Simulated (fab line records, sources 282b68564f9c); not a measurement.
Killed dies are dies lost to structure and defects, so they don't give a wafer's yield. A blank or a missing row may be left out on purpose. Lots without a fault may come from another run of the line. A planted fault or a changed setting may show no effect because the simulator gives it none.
Which tool did it? | flow rit_cmos | 7 lots, 21 wafers sampled, at 2 steps of a route of 202

WHAT THE GAUGES READ, wafer by wafer
RIT_M1_CD_MEAS_09: target cd 2600 nm.
lot  | measured    | on        | cd_nm (nm)
L113 | day 3 22:40 | cd_sem-02 | 2600.5 2601.6 2599.3
L116 | day 4 14:44 | cd_sem-02 | 2598.3 2601.1 2598.0
L118 | day 4 23:07 | cd_sem-02 | 2604.2 2603.6 2603.1
L122 | day 5 20:40 | cd_sem-02 | 2627.1 2626.3 2626.4
L124 | day 6 02:01 | cd_sem-01 | 2621.9 2621.8 2622.7
L130 | day 7 10:49 | cd_sem-01 | 2600.5 2603.1 2601.5
L133 | day 8 01:04 | cd_sem-01 | 2603.0 2600.7 2602.0

WHICH TOOL RAN EACH LOT (tool, then ch and the chambers of the sampled wafers, then the start)
lot  | RIT_M1_EXPOSE_06
L113 | iline_stepper-01 ch 0, day 3 22:14
L116 | iline_stepper-02 ch 0, day 4 14:18
L118 | iline_stepper-02 ch 0, day 4 22:41
L122 | iline_stepper-01 ch 0, day 5 20:14
L124 | iline_stepper-01 ch 0, day 6 01:35
L130 | iline_stepper-02 ch 0, day 7 10:23
L133 | iline_stepper-02 ch 0, day 8 00:29
- RIT_M1_EXPOSE_06: exposes mask M12, target cd 2600 nm.

THE ANSWER, worked out from the rows above alone
Rule: what is usual is taken from the lots themselves. Put in order of their means at a reading, lots are off if they are a third of the lots or fewer, leave a main group of 4 or more, and stand apart from it by a gap of 3 or more times the standard deviation of the main group's means; of several such gaps the widest counts. A main group whose means are all the same, to the digits that the tables above print for the reading, isn't used. A lot without any number at a reading at which 4 lots or more have one is off too. The other lots that the step has rows for count as sound.
Off: L122, L124, at RIT_M1_CD_MEAS_09 (cd_nm). The main group: mean 2601.4 nm, standard deviation 1.5.
A tool fits if, at a process step before that reading, it ran every lot that is off, and no sound lot after the first of them. The gauges at RIT_M1_CD_MEAS_09 are tried like those tools. One fits: iline_stepper-01 at RIT_M1_EXPOSE_06. Its last sound lot is L113 (day 3 22:14), its first lot that is off L122 (day 5 20:14): a fault that began between those two fits.

WHAT THE SIMULATOR HAD PUT IN
Process parameter drift: iline_stepper-01, from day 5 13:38 on, at RIT_M1_EXPOSE_06. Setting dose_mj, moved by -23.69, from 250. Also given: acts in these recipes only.
Lots struck among those shown: L122, L124. The rule above found the same.
